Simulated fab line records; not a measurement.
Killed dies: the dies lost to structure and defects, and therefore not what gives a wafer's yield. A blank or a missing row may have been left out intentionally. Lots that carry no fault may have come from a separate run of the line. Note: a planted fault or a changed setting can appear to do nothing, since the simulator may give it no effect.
Which of the tools did it? :: flow rit-cmos :: 14 lots (42 wafers sampled), 1 step of a 202-step route

## WHAT EACH GAUGE READ, for each wafer
No reading from a measuring or inspecting step in the record can be judged against a usual standard deviation.

## WHICH TOOL RAN EACH LOT (tool, then ch and the chambers of the sampled wafers, then the start)
lot: L417
RIT_PLDD_EXPOSE_03: iline-stepper-02 ch 0, day 2 21:35

lot: L418
RIT_PLDD_EXPOSE_03: iline-stepper-02 ch 0, day 2 23:49

lot: L419
RIT_PLDD_EXPOSE_03: iline-stepper-02 ch 0, day 3 03:34

lot: L420
RIT_PLDD_EXPOSE_03: iline-stepper-02 ch 0, day 3 08:59

lot: L421
RIT_PLDD_EXPOSE_03: iline-stepper-02 ch 0, day 3 13:53

lot: L422
RIT_PLDD_EXPOSE_03: iline-stepper-01 ch 0, day 3 21:37

lot: L424
RIT_PLDD_EXPOSE_03: iline-stepper-02 ch 0, day 4 06:59

lot: L426
RIT_PLDD_EXPOSE_03: iline-stepper-01, day 4 15:23

lot: L427
RIT_PLDD_EXPOSE_03: iline-stepper-01, day 4 20:49

lot: L436
RIT_PLDD_EXPOSE_03: iline-stepper-01 ch 0, day 6 18:15

lot: L437
RIT_PLDD_EXPOSE_03: iline-stepper-02 ch 0, day 6 21:32

lot: L438
RIT_PLDD_EXPOSE_03: iline-stepper-01 ch 0, day 7 05:04

lot: L439
RIT_PLDD_EXPOSE_03: iline-stepper-01 ch 0, day 7 07:58

lot: L440
RIT_PLDD_EXPOSE_03: iline-stepper-02 ch 0, day 7 13:52
- RIT_PLDD_EXPOSE_03: exposes mask M8, target cd 40900 nm.

## AS READ BY THE TOOLS THEMSELVES (means over the sampled wafers that have a number; for cases with no such wafer, the mark the record gives instead)
RIT_PLDD_EXPOSE_03.
lot: L417
tool: iline-stepper-02
exposure-dose-mJ-cm2: 250.09
focus-offset-nm (nm): -0.1

lot: L418
tool: iline-stepper-02
exposure-dose-mJ-cm2: 249.90
focus-offset-nm (nm): 0.6

lot: L419
tool: iline-stepper-02
exposure-dose-mJ-cm2: 249.93
focus-offset-nm (nm): 0.5

lot: L420
tool: iline-stepper-02
exposure-dose-mJ-cm2: 250.08
focus-offset-nm (nm): 0.3

lot: L421
tool: iline-stepper-02
exposure-dose-mJ-cm2: 249.93
focus-offset-nm (nm): 0.4

lot: L422
tool: iline-stepper-01
exposure-dose-mJ-cm2: 250.05
focus-offset-nm (nm): -0.5

lot: L424
tool: iline-stepper-02
exposure-dose-mJ-cm2: 249.81
focus-offset-nm (nm): 0.0

lot: L426
tool: iline-stepper-01
exposure-dose-mJ-cm2: -
focus-offset-nm (nm): -

lot: L427
tool: iline-stepper-01
exposure-dose-mJ-cm2: -
focus-offset-nm (nm): -

lot: L436
tool: iline-stepper-01
exposure-dose-mJ-cm2: 250.02
focus-offset-nm (nm): 0.8

lot: L437
tool: iline-stepper-02
exposure-dose-mJ-cm2: 250.16
focus-offset-nm (nm): 0.1

lot: L438
tool: iline-stepper-01
exposure-dose-mJ-cm2: 250.04
focus-offset-nm (nm): 0.8

lot: L439
tool: iline-stepper-01
exposure-dose-mJ-cm2: 250.10
focus-offset-nm (nm): 0.4

lot: L440
tool: iline-stepper-02
exposure-dose-mJ-cm2: 249.93
focus-offset-nm (nm): 0.3

## THE ANSWER, worked out from the rows above alone
Rule: usual is defined by the lots themselves. Put in order of their means at a reading, lots are off if they are a third of the lots or fewer, leave a main group of 4 or more, and stand apart from it by a gap of 3 or more times the standard deviation of the main group's means; of several such gaps the widest counts. A main group whose means are all the same, to the digits that the tables above print for the reading, isn't used. Also off: a lot with no number at a reading for which 4 or more lots have one. All remaining lots with rows at the step are treated as sound. First the gauges in route order, then the tools' own readings, where a lot's mean is used as printed above. The first step at which some lot is off is used, and at that step the reading that is off furthest; a lot without a number counts as furthest.
Off: L426, L427 (RIT_PLDD_EXPOSE_03, exposure-dose-mJ-cm2). Without a number there: L426, L427. The main group has a mean of 250.00 with a standard deviation of 0.098.
A tool fits if, at that step or a process step before it, it ran every lot that is off, and no sound lot after the first of them. Of those tried, none fits.

## WHAT THE SIMULATOR HAD INSERTED
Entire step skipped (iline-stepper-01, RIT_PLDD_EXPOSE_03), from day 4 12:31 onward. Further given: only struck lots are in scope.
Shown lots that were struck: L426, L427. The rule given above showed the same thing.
